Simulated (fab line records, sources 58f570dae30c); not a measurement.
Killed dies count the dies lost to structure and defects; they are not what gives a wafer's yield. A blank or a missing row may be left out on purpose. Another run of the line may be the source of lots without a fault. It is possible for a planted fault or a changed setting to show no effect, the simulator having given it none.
Problem report, 8D (eight disciplines) form, completed by code -- flow berkeley-cmos170 -- the parts of the form that need people (team, actions taken, sign-off) are left out

## 1. THE ISSUE
Mean of oes-product-au at UCB170_M3_METAL_ETCH_18: 0.786 a.u. across 3 wafers in 2 lots; on wafers with no fault it is 0.869 a.u. (standard deviation 0.017). Relative to the usual mean, that is a shift of -4.9 standard deviations.
The step: etches Al in Cl2/BCl3, stops on SiO2, target depth 1170 nm, time 195 s.
Earliest sighting: wafer L244.2 on rie-metal-01 at day 11 04:34. The record has a number at this step for 42 wafers belonging to 14 lots. The rule behind "out" and "out of limits": a value lying over 4 standard deviations away from the usual mean. The other wafers with a number count as sound.

## 2. WHAT IT IS, WHAT IT ISN'T
question,is,is not
which readings at this step,oes-product-au,"drypump-motor-current-A, throttle-valve-pct"
which lots,"L244, L245","L230, L231, L232, L233, L234, L235, L236, L246, L249, L250, L252, L253"
which wafers of those lots,"L244.2, L244.3, L245.1","L244.5, L245.2, L245.5"
read on which tools,rie-metal-01,"rie-metal-02, rie-metal-04"
when,from day 11 04:34,"up to then (22 sound wafers); but 17 sound wafers of L245, L246, L249, L250, L252, L253 came after"

## 3. WHAT RULES OUT EACH SUSPECT
Counting: if a tool at a process step up to the reading ran every lot that is out, it stays a suspect. Sound lots after the first of them don't rule it out here, since some wafers of a struck lot are sound.
- rie-metal-01 at UCB170_M3_METAL_ETCH_18 (etches Al in Cl2/BCl3, stops on SiO2, target depth 1170 nm, time 195 s): kept. Ran every lot that is out, first one L244 (day 11 04:34); last sound lot up to then L233 (day 8 15:34). Its own oes-product-au readings are out on those wafers.
- Within rie-metal-01 at UCB170_M3_METAL_ETCH_18: the wafers that are out ran in chamber 0; their sound lot-mates ran in chamber 1.
After counting, what remains is rie-metal-01 at UCB170_M3_METAL_ETCH_18.

## 4. THE CAUSE (what the simulator had put in)
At UCB170_M3_METAL_ETCH_18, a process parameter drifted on rie-metal-01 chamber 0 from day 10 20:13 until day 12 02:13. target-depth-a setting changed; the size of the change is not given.
After counting, this tool was the only one left.

## 5. SEQUENCE OF EFFECTS, ordered by route
One row per reading whose mean, taken over the struck wafers that have a number, lies over 3 standard deviations from the usual. Scope: only readings with a usual standard deviation given in the record; hours: median across lots of the time from each lot's start at the first step in this table that gives one to its start at this step; sigmas: change in usual standard deviations.
hours,step,reading,usual,on struck wafers,change,sigmas
0,UCB170_M3_METAL_ETCH_18,oes-product-au,0.869 a.u.,0.786,-0.083,-4.9
0,UCB170_M3_STRIP_19,oes-product-au,0.539 a.u.,0.402,-0.137,-6.8
Process steps it contains:
- UCB170_M3_METAL_ETCH_18: etches Al in Cl2/BCl3, stops on SiO2, target depth 1170 nm, time 195 s.
- UCB170_M3_STRIP_19: strips in O2.
Later steps that measure or inspect, where all struck wafers having a row at the step show a number for every such reading and not one has moved that far: UCB170_M3_CD_MEAS_90.

## 6. HOW IT WOULD HAVE BEEN CAUGHT EARLIER
8 hours passed between the start of the fault at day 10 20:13 and the first reading out of limits in this record, taken at day 11 04:34.
